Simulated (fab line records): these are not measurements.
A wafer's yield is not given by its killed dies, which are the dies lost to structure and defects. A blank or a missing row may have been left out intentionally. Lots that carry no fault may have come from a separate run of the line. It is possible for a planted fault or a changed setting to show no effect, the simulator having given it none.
A struck lot beside a sound one + flow berkeley_cmos170 + 16 steps out of a route of 331
Sound: the wafers L459.1, L459.2, L459.4. The struck wafers were L474.2, L474.3, L474.4. Last of all comes the cause.
At each step with rows: each side's tool, then ch and its chambers, then its first start. Under that, the readings that differ: sound wafers + struck wafers + difference of the means + sigmas: that difference in standard deviations of wafers without a fault.
alike: words and numbers the same on both sides, and readings whose means are apart by under 2 such deviations; not compared: readings that were withheld, readings missing a value for some wafer, numbers with overlapping values and no deviation given by the record, and bounds like >300 which may hide the same value.
The two part at a step that has a row with sigmas, a row that says differs or no value, or rows on one side only. Numbers that have no deviation but don't overlap get no sigmas and don't part them. A reading missing from all wafers of one side parts the sides only when that side holds two or more wafers.

UCB170_NVT_OVL_MEAS_06:
  sound: overlay-02 at day 7 02:04; struck: overlay-02 at day 11 01:10
  alike: NVT_OVL
following that, these wafers have no rows for 1 step: UCB170_NVT_IMPLANT_07.
UCB170_NVT_STRIP_08: strips in O2.
  sound on plasma_asher-03 ch 0,1, day 7 02:14; struck on plasma_asher-01 ch 0,1, day 11 01:20
  alike: drypump_motor_current_A, oes_product_au, strip_time_to_endpoint_s
  not compared: rf_hours_counter_h
UCB170_NVT_TW_MEAS_09:
  sound: film_metro-03 at day 7 02:20; struck: film_metro-02 at day 11 01:27
  alike: NVT_TW
then, 7 steps without rows for these wafers: UCB170_NVT_CLEAN_10 (cleans in SPM, time 600 s); UCB170_PVT_HMDS_00 (prime time 60 s); UCB170_PVT_COAT_01 (resist thk 900 nm); UCB170_PVT_SOFTBAKE_02 (time 60 s); UCB170_PVT_EXPOSE_03 (exposes mask NWELL, target cd 3000 nm); UCB170_PVT_PEB_04; UCB170_PVT_DEVELOP_05 (develop time 45 s).
UCB170_PVT_OVL_MEAS_06:
  sound: overlay-02 at day 7 05:35; struck: overlay-02 at day 11 07:20
  alike: PVT_OVL
UCB170_PVT_IMPLANT_07:
  sound on implanter-01 ch 0, day 7 05:37; struck on implanter-03 ch 0, day 11 07:23
| reading            | sound                            | struck                           | difference  | sigmas      |
|--------------------|----------------------------------|----------------------------------|-------------|-------------|
| dose_ions_cm2      | 1.9966e+12 1.9972e+12 1.9987e+12 | 1.0609e+12 1.0574e+12 1.0588e+12 | -9.3847e+11 | -99 or more |
| faraday_current_uA | 6.33 6.13 6.40                   | 3.37 3.39 3.47                   | -2.88       | -24         |
  alike: beam_energy_keV
UCB170_PVT_STRIP_08: strips in O2.
  sound on plasma_asher-02 ch 0,1, day 7 05:46; struck on plasma_asher-04 ch 0,1, day 11 07:31
  alike: drypump_motor_current_A, oes_product_au, strip_time_to_endpoint_s
  not compared: rf_hours_counter_h
UCB170_PVT_TW_MEAS_09:
  sound: film_metro-04 at day 7 05:52; struck: film_metro-04 at day 11 07:52
| reading | sound             | struck            | difference | sigmas |
|---------|-------------------|-------------------|------------|--------|
| PVT_TW  | 509.0 508.6 507.6 | 413.3 413.2 413.8 | -95.0      | -34    |
  not compared: hold
following that, these wafers have no rows for 1 step: UCB170_M3_PROBE_99.

WHERE THEY PART
Earliest at UCB170_PVT_IMPLANT_07; latest, in this record, at UCB170_PVT_TW_MEAS_09.

WHY: the cause the simulator had injected
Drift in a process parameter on implanter-03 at UCB170_PVT_IMPLANT_07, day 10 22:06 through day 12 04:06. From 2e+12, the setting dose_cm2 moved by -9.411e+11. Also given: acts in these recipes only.
